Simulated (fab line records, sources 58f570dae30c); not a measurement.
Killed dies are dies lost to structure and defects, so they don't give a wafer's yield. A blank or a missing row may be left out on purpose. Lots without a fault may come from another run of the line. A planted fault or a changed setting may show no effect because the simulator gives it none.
Which tool did it? | flow berkeley_cmos170 | 14 lots, 42 wafers sampled, at 4 steps of a route of 331

WHAT THE GAUGES READ, wafer by wafer
UCB170_SDANNEAL_RS_MEAS_04: measures by four-point-probe.
lot  | measured     | on            | PLDD_RS (ohm/sq)
L878 | day 8 02:01  | film_metro-01 | 1032.1 1029.5 1030.1
L879 | day 8 15:53  | film_metro-03 | 1031.2 1034.0 1030.5
L880 | day 8 16:11  | film_metro-02 | 1030.2 1034.0 1033.3
L881 | day 9 13:59  | film_metro-03 | 1029.7 1028.4 1029.7
L883 | day 9 12:11  | film_metro-02 | 1036.8 1039.8 1036.0
L884 | day 9 13:02  | film_metro-02 | 1033.5 1033.7 1036.0
L885 | day 9 13:38  | film_metro-02 | 1029.5 1028.9 1030.7
L886 | day 9 13:39  | film_metro-01 | 1028.7 1030.8 1032.3
L888 | day 9 20:21  | film_metro-02 | 1033.3 1034.4 1032.7
L889 | day 10 09:21 | film_metro-03 | 899.8 897.8 897.2 899.3 897.2 894.5
L890 | day 10 09:56 | film_metro-02 | 903.0 903.0 902.7 905.0 903.1 902.1
L893 | day 11 00:23 | film_metro-01 | 1032.3 1032.7 1031.3
L896 | day 11 16:44 | film_metro-02 | 1034.8 1032.7 1034.2
L897 | day 11 16:53 | film_metro-01 | 1033.3 1031.8 1029.7

UCB170_V1_BOW_MEAS_03.
lot  | measured     | on            | V1_BOW (um)
L878 | day 8 11:58  | film_metro-03 | 17 13 14
L879 | day 9 03:03  | film_metro-03 | 15 14 6
L880 | day 9 04:23  | film_metro-03 | 24 19 21
L881 | day 10 01:55 | film_metro-01 | 18 25 18
L883 | day 9 21:56  | film_metro-01 | 16 18 17
L884 | day 9 23:15  | film_metro-01 | 14 23 13
L885 | day 10 01:56 | film_metro-03 | 17 17 22
L886 | day 10 00:37 | film_metro-04 | 23 24 19
L888 | day 10 06:35 | film_metro-04 | 22 20 14
L893 | day 11 12:32 | film_metro-01 | 25 13 12
L896 | day 12 04:45 | film_metro-04 | 21 27 24
L897 | day 12 06:02 | film_metro-04 | 15 7 16

UCB170_M3_THK_MEAS_03: measures by xrf.
lot  | measured     | on            | M3_AL_THK (nm)
L878 | day 8 19:25  | film_metro-03 | 901 903 898
L879 | day 9 10:41  | film_metro-03 | 903 894 904
L880 | day 9 12:55  | film_metro-03 | 904 908 910
L881 | day 10 11:57 | film_metro-02 | 901 890 892
L883 | day 10 05:07 | film_metro-03 | 897 903 884
L884 | day 10 09:59 | film_metro-03 | 908 901 892
L885 | day 10 11:14 | film_metro-03 | 898 879 900
L886 | day 10 10:14 | film_metro-01 | 907 907 897
L888 | day 10 15:17 | film_metro-03 | 905 900 886
L893 | day 11 21:18 | film_metro-03 | 894 885 886
L896 | day 12 14:31 | film_metro-02 | 894 902 898
L897 | day 12 14:44 | film_metro-02 | 892 895 893

WHICH TOOL RAN EACH LOT (tool, then ch and the chambers of the sampled wafers, then the start)
lot  | UCB170_SPACER_ANNEAL_02
L878 | furnace-01 ch 0, day 7 17:41
L879 | furnace-01 ch 0, day 8 09:55
L880 | furnace-01 ch 0, day 8 09:55
L881 | furnace-02 ch 0, day 9 05:07
L883 | furnace-02 ch 0, day 9 05:07
L884 | furnace-02 ch 0, day 9 05:07
L885 | furnace-02 ch 0, day 9 05:07
L886 | furnace-02 ch 0, day 9 05:07
L888 | furnace-01 ch 0, day 9 10:11
L889 | furnace-02 ch 0, day 10 02:41
L890 | furnace-02 ch 0, day 10 02:41
L893 | furnace-04 ch 0, day 10 13:14
L896 | furnace-04 ch 0, day 11 09:05
L897 | furnace-04 ch 0, day 11 09:05
- UCB170_SPACER_ANNEAL_02: time 1800 s.

WHAT THE TOOLS THEMSELVES READ (means of the sampled wafers that have a number; where no wafer has one, the mark that the record gives instead)
UCB170_SPACER_ANNEAL_02.
lot  | tool       | spike_tc_centre_C (C) | spike_tc_load_C (C) | spike_tc_source_C (C) | tube_center_temp_C (C) | tube_center_temp_C_max | zone_power_centre_pct (%) | zone_power_source_pct (%)
L878 | furnace-01 | 903.9                 | 926.5               | 925.0                 | 900                    | 902.3                  | 40.5                      | 24.4
L879 | furnace-01 | 903.7                 | 927.6               | 924.7                 | 900                    | 901.8                  | 40.3                      | 24.2
L880 | furnace-01 | 903.9                 | 927.3               | 925.3                 | 900                    | 902.3                  | 40.3                      | 24.2
L881 | furnace-02 | 902.1                 | 923.1               | 921.7                 | 900                    | 901.9                  | 40.9                      | 27.6
L883 | furnace-02 | 901.2                 | 922.2               | 921.0                 | 900                    | 901.9                  | 41.0                      | 27.3
L884 | furnace-02 | 902.0                 | 923.3               | 921.4                 | 900                    | 902.7                  | 40.6                      | 27.5
L885 | furnace-02 | 902.6                 | 922.4               | 920.4                 | 900                    | 902.1                  | 41.1                      | 27.3
L886 | furnace-02 | 902.4                 | 921.1               | 921.8                 | 900                    | 902.3                  | 40.5                      | 27.6
L888 | furnace-01 | 902.8                 | 926.4               | 924.4                 | 900                    | 902.2                  | 40.2                      | 24.2
L889 | furnace-02 | 953.2                 | 972.2               | 971.9                 | 950                    | 951.9                  | 43.6                      | 31.4
L890 | furnace-02 | 952.2                 | 973.1               | 972.4                 | 950                    | 952.4                  | 43.5                      | 31.1
L893 | furnace-04 | 902.4                 | 922.1               | 921.3                 | 900                    | 902.4                  | 43.4                      | 24.1
L896 | furnace-04 | 902.5                 | 920.6               | 920.8                 | 900                    | 902.0                  | 43.7                      | 24.2
L897 | furnace-04 | 901.3                 | 922.0               | 921.1                 | 900                    | 902.4                  | 43.0                      | 24.2

THE ANSWER, worked out from the rows above alone
Rule: what is usual is taken from the lots themselves. Put in order of their means at a reading, lots are off if they are a third of the lots or fewer, leave a main group of 4 or more, and stand apart from it by a gap of 3 or more times the standard deviation of the main group's means; of several such gaps the widest counts. A main group whose means are all the same, to the digits that the tables above print for the reading, isn't used. A lot without any number at a reading at which 4 lots or more have one is off too. The other lots that the step has rows for count as sound. The gauges are gone through in route order, then the tools' own readings, and for those a lot's mean is taken as printed above. The first step at which some lot is off is used, and at that step the reading that is off furthest; a lot without a number counts as furthest.
Off: L889, L890, at UCB170_SDANNEAL_RS_MEAS_04 (PLDD_RS). The main group: mean 1032.3 ohm/sq, standard deviation 2.2.
A tool fits if, at a process step before that reading, it ran every lot that is off, and no sound lot after the first of them. The gauges at UCB170_SDANNEAL_RS_MEAS_04 aren't tried: what is off there is off at UCB170_SPACER_ANNEAL_02 too, on other tools, and a gauge's error can't cause that. One fits: furnace-02 at UCB170_SPACER_ANNEAL_02. Its last sound lot is L881 (day 9 05:07), its first lot that is off L889 (day 10 02:41): a fault that began between those two fits.
The tool's own readings at UCB170_SPACER_ANNEAL_02 bear it out: on the lots that are off they differ by more than 5 times the standard deviation of the sound lots' means. spike_tc_centre_C reads 952.7 C there against 902.6 C on the sound lots; spike_tc_load_C reads 972.7 C there against 923.7 C on the sound lots; spike_tc_source_C reads 972.1 C there against 922.4 C on the sound lots; tube_center_temp_C reads 950 C there against 900 C on the sound lots; tube_center_temp_C_max reads 952.1 there against 902.2 on the sound lots.

WHAT THE SIMULATOR HAD PUT IN
Process parameter drift: furnace-02, from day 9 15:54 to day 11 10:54, at UCB170_SPACER_ANNEAL_02. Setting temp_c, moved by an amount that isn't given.
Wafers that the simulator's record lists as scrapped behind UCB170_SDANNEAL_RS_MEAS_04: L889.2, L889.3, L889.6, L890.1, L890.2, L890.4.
Lots struck among those shown: L889, L890. The rule above found the same.
